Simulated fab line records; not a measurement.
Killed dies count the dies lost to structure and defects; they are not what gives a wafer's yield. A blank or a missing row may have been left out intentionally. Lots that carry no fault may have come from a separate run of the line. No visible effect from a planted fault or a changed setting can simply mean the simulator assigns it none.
fab line records	flow berkeley_cmos170
record lots=14	wafers=42	last_day=11
route steps=331 shown ZERO@12 NLDD@167 CONTACT@233 M1@240
lots with no fault: from the same line, run without faults
start_h: the number of hours between the record's first day and the start of the first shown wafer of the lot	wait_h: how many hours have passed since the lot's step before this one	" as in the row above	L1.1+2: several wafers, shown together as one row	- either no value or no given start	* or withheld: withheld	< > ~ a bound
route shown NAME@n: names a module that has steps shown in the file, with the first one's number in the route	usual: the fault-free wafers' mean and standard deviation	same: alike in all rows	chamber/n: place in a boat	sites: readings site by site	_std_site: how widely they spread, as a standard deviation	_edge_site: mean of outer sites minus mean of inner sites	radius_mm: how far each site lies from the wafer's centre	mask NAME#n: copy n	behind: the tool/chamber that last shaped the wafer	hold: reason for holding the lot/hours on hold/outcome of the hold	device: which transistor (n, p or np) failed to switch	end of line: the route-end tests of the same wafers	where a step has no rows: the recipe by itself	killed: count of dies lost to structure and defects at first sort (not the wafer's yield)	map: a wafer's dies, marking killed ones x, the rest . and places with no die _
set.NAME: the setting the step ran with; set.NAME@STEP: the setting that earlier step ran with	model.NAME: the simulator's own value behind a step, which no gauge read
the route's steps for a sample of lots (tables are steps, rows are wafers)
services: from which hour (start_h, from the record's first day; less than 0 if before it) a tool's chamber was out of use, for how many hours, and why
## steps
# step UCB170_ZERO_ETCH_06
# recipe chemistry=CHF3/CF4/Ar	target=SiO2	time_s=12	pressure_mtorr=100	rf_w=500	CHF3_flow_sccm=50	cf4_flow_sccm=10	Ar_flow_sccm=120	over_etch_frac=1.58
# usual drypump_motor_current_A=5.8/0.39	oes_product_au=0.617/0.0088	throttle_valve_pct=9.29/0.12
lot.wafer	tool	chamber	start_h	wait_h	drypump_motor_current_A	oes_product_au	rf_hours_counter_h	throttle_valve_pct
L596.1	rie_diel-02	1	18.62	-	5.5	0.615	15	9.31
L596.3	"	2	"	"	4.9	0.608	2	9.37
L596.4	"	3	"	"	5.4	0.610	101	9.14
L597.1	rie_diel-02	1	23.88	-	5.5	0.621	16	9.28
L597.3	"	0	"	"	5.6	0.630	119	9.26
L597.4	"	2	"	"	4.8	0.608	2	9.35
L598.1	rie_diel-01	1	29.69	-	6.5	0.612	2	9.41
L598.3	"	0	"	"	5.8	0.619	4	9.27
L598.5	"	2	"	"	5.9	0.618	-	9.47
L601.1	rie_diel-01	2	48.40	-	6.0	0.609	1	9.46
L601.5	"	1	"	"	6.5	0.611	-	9.39
L601.6	"	0	"	"	5.8	0.621	-	9.28
L603.2	rie_diel-03	1	55.79	-	5.9	0.624	166	9.26
L603.4	"	2	"	"	6.2	0.620	34	9.24
L603.5	"	1	"	"	5.9	0.609	-	9.28
L604.2	rie_diel-03	1	60.27	-	5.9	0.621	166	9.28
L604.3	"	0	"	"	5.7	0.623	90	8.99
L604.5	"	3	"	"	6.0	0.633	-	9.34
L605.1	rie_diel-01	1	66.19	-	6.5	0.613	3	9.39
L605.5	"	3	"	"	5.5	0.612	-	9.25
L605.6	"	0	"	"	5.8	0.615	-	9.29
L607.1	rie_diel-02	3	76.00	-	5.4	0.601	103	9.13
L607.5	"	3	"	"	5.4	0.606	-	9.15
L607.6	"	0	"	"	5.6	0.627	-	9.27
L608.2	rie_diel-01	3	76.20	-	5.5	0.612	148	9.25
L608.3	"	0	"	"	5.9	0.615	6	9.28
L608.6	"	1	"	"	6.5	0.610	-	9.37
L609.2	rie_diel-02	2	83.83	-	4.8	0.611	4	9.37
L609.3	"	1	"	"	5.5	0.617	18	9.30
L609.6	"	0	"	"	5.6	0.619	-	9.28
L610.2	rie_diel-03	0	87.30	-	5.8	0.631	92	9.00
L610.5	"	0	"	"	5.7	0.617	-	8.99
L610.6	"	2	"	"	6.2	0.616	-	9.25
L611.1	rie_diel-01	1	92.11	-	6.5	0.603	4	9.40
L611.4	"	0	"	"	5.8	0.604	7	9.29
L611.5	"	1	"	"	6.5	0.619	-	9.40
L612.1	rie_diel-01	0	103.51	-	5.8	0.618	7	9.27
L612.3	"	3	"	"	5.5	0.611	149	9.26
L612.6	"	3	"	"	5.5	0.617	-	9.25
L613.2	rie_diel-03	1	109.30	-	5.9	0.620	0	9.25
L613.5	"	0	"	"	5.7	0.623	-	9.01
L613.6	"	1	"	"	6.0	0.616	-	9.26
# step UCB170_NLDD_IMPLANT_09
# recipe species=As	dose_cm2=5e+13	energy_kev=30	tilt_deg=7	rotation_deg=180
# usual beam_energy_keV=29.998/0.01	end_station_pressure_torr=5.09e-06/2.6e-07
lot.wafer	tool	chamber	start_h	wait_h	beam_energy_keV	end_station_pressure_torr
L596.1	implanter-04	0	141.81	0.1	30.006	5.27e-06
L596.3	"	0	"	"	30.002	5.33e-06
L596.4	"	0	"	"	29.987	5.11e-06
L598.1	implanter-04	0	142.41	0.1	30.018	5.29e-06
L598.3	"	0	"	"	30.014	4.73e-06
L598.5	"	0	"	"	30.001	5.01e-06
L597.1	implanter-04	0	142.71	0.1	29.977	5.23e-06
L597.3	"	0	"	"	29.988	5.07e-06
L597.4	"	0	"	"	29.986	4.93e-06
L603.2	implanter-01	0	165.70	0.1	29.977	5.08e-06
L603.4	"	0	"	"	29.987	4.9e-06
L603.5	"	0	"	"	29.984	5.19e-06
L601.1	implanter-03	0	165.76	0.1	30.000	5.24e-06
L601.5	"	0	"	"	29.980	4.82e-06
L601.6	"	0	"	"	29.991	5.32e-06
L604.2	implanter-03	0	174.20	0.1	29.995	5.29e-06
L604.3	"	0	"	"	29.999	5.22e-06
L604.5	"	0	"	"	29.994	4.85e-06
L609.2	implanter-01	0	187.35	0.1	29.989	4.78e-06
L609.3	"	0	"	"	30.002	4.94e-06
L609.6	"	0	"	"	29.991	5.57e-06
L608.2	implanter-04	0	188.02	0.1	30.012	5.14e-06
L608.3	"	0	"	"	30.012	5.24e-06
L608.6	"	0	"	"	30.000	4.84e-06
L605.1	implanter-01	0	188.55	0.1	29.991	4.9e-06
L605.5	"	0	"	"	29.997	4.98e-06
L605.6	"	0	"	"	29.989	5e-06
L607.1	implanter-04	0	188.83	0.1	29.995	5.2e-06
L607.5	"	0	"	"	29.981	4.95e-06
L607.6	"	0	"	"	29.995	5.29e-06
L610.2	implanter-03	0	199.18	0.1	30.002	5.43e-06
L610.5	"	0	"	"	29.992	4.9e-06
L610.6	"	0	"	"	30.005	5.07e-06
L611.1	implanter-03	0	203.42	0.1	29.994	4.99e-06
L611.4	"	0	"	"	30.001	4.66e-06
L611.5	"	0	"	"	29.989	5.3e-06
L612.1	implanter-03	0	213.75	0.1	36.609	4.91e-06
L612.3	"	0	"	"	36.598	4.9e-06
L612.6	"	0	"	"	36.610	4.9e-06
L613.2	implanter-03	0	214.33	0.1	36.600	5.36e-06
L613.5	"	0	"	"	36.599	4.73e-06
L613.6	"	0	"	"	36.608	4.72e-06
# step UCB170_NLDD_TW_MEAS_11
# usual NLDD_TW=2217/20
lot.wafer	tool	chamber	start_h	wait_h	NLDD_TW
L596.1	film_metro-02	-	142.06	0.1	2199
L596.3	"	-	"	"	2190
L596.4	"	-	"	"	2203
L598.1	film_metro-04	-	142.66	0.1	2232
L598.3	"	-	"	"	2231
L598.5	"	-	"	"	2231
L597.1	film_metro-02	-	142.96	0.1	2213
L597.3	"	-	"	"	2193
L597.4	"	-	"	"	2192
L603.2	film_metro-01	-	165.94	0.1	2243
L603.4	"	-	"	"	2234
L603.5	"	-	"	"	2237
L601.1	film_metro-04	-	166.01	0.1	2199
L601.5	"	-	"	"	2212
L601.6	"	-	"	"	2210
L604.2	film_metro-02	-	174.43	0.1	2202
L604.3	"	-	"	"	2192
L604.5	"	-	"	"	2199
L609.2	film_metro-02	-	187.58	0.1	2218
L609.3	"	-	"	"	2204
L609.6	"	-	"	"	2203
L608.2	film_metro-02	-	188.25	0.1	2211
L608.3	"	-	"	"	2201
L608.6	"	-	"	"	2211
L605.1	film_metro-02	-	188.80	0.1	2218
L605.5	"	-	"	"	2219
L605.6	"	-	"	"	2204
L607.1	film_metro-02	-	189.08	0.1	2210
L607.5	"	-	"	"	2211
L607.6	"	-	"	"	2211
L610.2	film_metro-01	-	199.41	0.1	2223
L610.5	"	-	"	"	2249
L610.6	"	-	"	"	2234
L611.1	film_metro-02	-	203.67	0.1	2206
L611.4	"	-	"	"	2186
L611.5	"	-	"	"	2207
L612.1	film_metro-04	-	214.00	0.1	2297
L612.3	"	-	"	"	2296
L612.6	"	-	"	"	2302
L613.2	film_metro-01	-	214.56	0.1	2319
L613.5	"	-	"	"	2317
L613.6	"	-	"	"	2316
# step UCB170_SDANNEAL_RS_MEAS_05
# recipe thk_meas_gauge=four-point-probe
# usual NLDD_RS=616.5/1.5
lot.wafer	tool	chamber	start_h	wait_h	NLDD_RS[ohm/sq]
L596.1	film_metro-04	-	152.83	0.1	618.5
L596.3	"	-	"	"	617.4
L596.4	"	-	"	"	619.4
L598.1	film_metro-01	-	154.93	0.1	616.0
L598.3	"	-	"	"	615.2
L598.5	"	-	"	"	614.5
L597.1	film_metro-04	-	155.20	0.1	617.8
L597.3	"	-	"	"	616.2
L597.4	"	-	"	"	617.9
L601.1	film_metro-02	-	175.91	0.1	617.9
L601.5	"	-	"	"	617.6
L601.6	"	-	"	"	614.6
L603.2	film_metro-01	-	176.38	0.1	617.4
L603.4	"	-	"	"	617.3
L603.5	"	-	"	"	615.6
L604.2	film_metro-02	-	185.59	0.1	618.9
L604.3	"	-	"	"	618.8
L604.5	"	-	"	"	618.8
L609.2	film_metro-01	-	196.63	0.1	616.4
L609.3	"	-	"	"	615.1
L609.6	"	-	"	"	617.7
L608.2	film_metro-01	-	197.71	0.1	617.4
L608.3	"	-	"	"	615.0
L608.6	"	-	"	"	615.9
L605.1	film_metro-02	-	198.03	0.1	617.4
L605.5	"	-	"	"	617.1
L605.6	"	-	"	"	615.8
L607.1	film_metro-02	-	200.53	0.1	618.0
L607.5	"	-	"	"	617.4
L607.6	"	-	"	"	618.1
L610.2	film_metro-04	-	209.60	0.1	614.9
L610.5	"	-	"	"	616.8
L610.6	"	-	"	"	615.3
L611.1	film_metro-02	-	215.15	0.1	617.1
L611.4	"	-	"	"	615.8
L611.5	"	-	"	"	616.0
L613.2	film_metro-04	-	226.30	0.1	582.7
L613.5	"	-	"	"	583.5
L613.6	"	-	"	"	584.9
L612.1	film_metro-02	-	226.50	0.1	585.9
L612.3	"	-	"	"	584.3
L612.6	"	-	"	"	585.1
# step UCB170_CONTACT_ETCH_17
# recipe chemistry=N2/H2	target_depth_a=withheld	overetch_a=withheld	target=BARC	time_s=withheld	source_w=500	bias_w=100	pressure_mtorr=30	n2_flow_sccm=100	h2_flow_sccm=200
# usual drypump_motor_current_A=5.95/0.27	oes_product_au=0.993/0.023	throttle_valve_pct=13.34/0.15
lot.wafer	tool	chamber	start_h	wait_h	drypump_motor_current_A	oes_product_au	throttle_valve_pct
L596.1	rie_diel-01	0	157.65	0.0	5.85	0.966	13.36
L596.3	"	2	"	"	5.94	0.999	13.41
L596.4	"	1	"	"	6.53	0.990	13.37
L598.1	rie_diel-03	2	160.26	0.0	6.19	1.028	13.30
L598.3	"	1	"	"	5.94	0.963	13.45
L598.5	"	0	"	"	5.72	0.988	13.06
L597.1	rie_diel-04	0	160.79	0.0	6.17	1.035	13.22
L597.3	"	2	"	"	5.51	0.965	13.13
L597.4	"	3	"	"	6.17	0.970	13.28
L601.1	rie_diel-04	2	182.14	0.0	5.53	0.993	13.11
L601.5	"	1	"	"	5.63	1.005	13.42
L601.6	"	3	"	"	6.19	0.983	13.31
L603.2	rie_diel-01	2	186.02	0.0	5.93	0.987	13.41
L603.4	"	1	"	"	6.52	0.997	13.38
L603.5	"	2	"	"	5.93	0.999	13.42
L604.2	rie_diel-01	0	190.88	0.0	5.86	0.961	13.37
L604.3	"	0	"	"	5.84	0.958	13.36
L604.5	"	0	"	"	5.88	0.965	13.37
L609.2	rie_diel-01	1	201.20	0.0	6.54	0.992	13.37
L609.3	"	0	"	"	5.85	0.967	13.39
L609.6	"	1	"	"	6.52	0.999	13.38
L608.2	rie_diel-04	2	203.99	0.0	5.51	0.992	13.12
L608.3	"	3	"	"	6.20	0.986	13.30
L608.6	"	0	"	"	6.18	1.034	13.18
L605.1	rie_diel-01	1	204.09	0.0	6.50	0.981	13.36
L605.5	"	1	"	"	6.52	0.989	13.37
L605.6	"	0	"	"	5.86	0.954	13.38
L607.1	rie_diel-03	0	205.96	0.0	5.74	0.998	13.05
L607.5	"	2	"	"	6.18	1.025	13.30
L607.6	"	3	"	"	5.94	0.988	13.63
L610.2	rie_diel-03	1	215.83	0.0	5.99	0.962	13.45
L610.5	"	1	"	"	5.96	0.970	13.46
L610.6	"	0	"	"	5.77	1.002	13.07
L611.1	rie_diel-01	0	219.45	0.0	5.86	0.969	13.37
L611.4	"	3	"	"	5.51	1.036	13.40
L611.5	"	2	"	"	5.91	0.995	13.40
L613.2	rie_diel-04	0	231.35	0.0	6.15	1.041	13.19
L613.5	"	0	"	"	6.13	1.034	13.19
L613.6	"	3	"	"	6.17	0.993	13.29
L612.1	rie_diel-01	3	231.63	0.0	5.51	1.027	13.40
L612.3	"	0	"	"	5.85	0.961	13.36
L612.6	"	3	"	"	5.54	1.028	13.42
# step UCB170_M1_THK_MEAS_02
# recipe thk_meas_gauge=xrf	reads=Al_of_M1_SPUTTER_00
# usual M1_AL_THK=600/7.6
lot.wafer	tool	chamber	start_h	wait_h	M1_AL_THK[nm]
L596.1	film_metro-04	-	158.41	0.1	597
L596.3	"	-	"	"	596
L596.4	"	-	"	"	590
L598.1	film_metro-01	-	161.02	0.1	600
L598.3	"	-	"	"	604
L598.5	"	-	"	"	601
L597.1	film_metro-01	-	161.55	0.1	603
L597.3	"	-	"	"	609
L597.4	"	-	"	"	597
L601.1	film_metro-02	-	182.88	0.1	590
L601.5	"	-	"	"	587
L601.6	"	-	"	"	593
L603.2	film_metro-01	-	187.09	0.1	620
L603.4	"	-	"	"	607
L603.5	"	-	"	"	610
L604.2	film_metro-02	-	192.21	0.1	590
L604.3	"	-	"	"	597
L604.5	"	-	"	"	597
L609.2	film_metro-01	-	201.95	0.1	585
L609.3	"	-	"	"	597
L609.6	"	-	"	"	603
L608.2	film_metro-01	-	204.75	0.1	605
L608.3	"	-	"	"	598
L608.6	"	-	"	"	604
L605.1	film_metro-04	-	204.91	0.1	601
L605.5	"	-	"	"	602
L605.6	"	-	"	"	601
L607.1	film_metro-02	-	208.65	0.1	597
L607.5	"	-	"	"	597
L607.6	"	-	"	"	595
L610.2	film_metro-02	-	216.62	0.1	592
L610.5	"	-	"	"	605
L610.6	"	-	"	"	611
L611.1	film_metro-01	-	220.36	0.1	596
L611.4	"	-	"	"	592
L611.5	"	-	"	"	599
L613.2	film_metro-01	-	232.11	0.1	596
L613.5	"	-	"	"	596
L613.6	"	-	"	"	597
L612.1	film_metro-04	-	232.37	0.1	592
L612.3	"	-	"	"	597
L612.6	"	-	"	"	607
## services
tool	chamber	start_h	hours	kind
implanter-01	-	25.61	1.9	repair
rie_diel-04	1	28.71	8.7	repair
implanter-04	-	36.34	9.4	repair
rie_diel-01	2	40.15	5.3	repair
rie_diel-01	1	57.73	2.8	repair
rie_diel-03	-	63.90	1.0	repair
rie_diel-01	3	67.65	4.7	repair
implanter-01	-	98.51	3.9	pm
implanter-01	-	136.20	6.8	pm
implanter-03	-	139.25	22.4	pm
rie_diel-03	-	153.92	0.5	repair
rie_diel-01	-	165.83	0.5	repair
implanter-04	-	174.34	2.6	pm
rie_diel-01	3	174.41	-	clean
rie_diel-01	3	174.41	31.3	scheduled_down
rie_diel-01	3	174.41	31.3	vent_cycle
rie_diel-04	0	180.42	4.6	repair
implanter-01	-	183.95	2.6	repair
rie_diel-01	1	189.75	1.3	repair
rie_diel-04	3	206.57	12.4	repair
rie_diel-03	3	214.04	4.2	repair
rie_diel-02	0	221.58	10.5	repair
rie_diel-04	3	223.41	2.8	repair
implanter-03	-	224.96	3.1	repair
## key
first_sign step=UCB170_NLDD_IMPLANT_09	reading=beam_energy_keV	direction=up	sigmas=99+	usual=29.998	struck=36.604
effect step=UCB170_NLDD_TW_MEAS_11	reading=NLDD_TW	direction=up	sigmas=4.6	usual=2217	struck=2308
effect step=UCB170_SDANNEAL_RS_MEAS_05	reading=NLDD_RS	direction=down	sigmas=22	usual=616.5	struck=584.4
met_at UCB170_NLDD_IMPLANT_09
struck_lots L612,L613
tester_left_out L612,L613
not_acting_at UCB170_ZERO_ETCH_06,UCB170_CONTACT_ETCH_17,UCB170_M1_THK_MEAS_02
onset_between 203.42 213.75
fault kind=process_parameter_drift	tool=implanter-03	chamber=-	onset_h=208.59	steps=UCB170_NLDD_IMPLANT_09	channel=energy_kev	offset=6.6	shape=step	end_h=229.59	acts_in=these_recipes_only	stated=30
# tester_left_out: of these lots the tester's yield and bins aren't shown, on N5 and GAA mostly nor the transistor test; their killed dies are dies lost to structure and defects alone, not to doping, threshold or leakage, so they don't give the yield
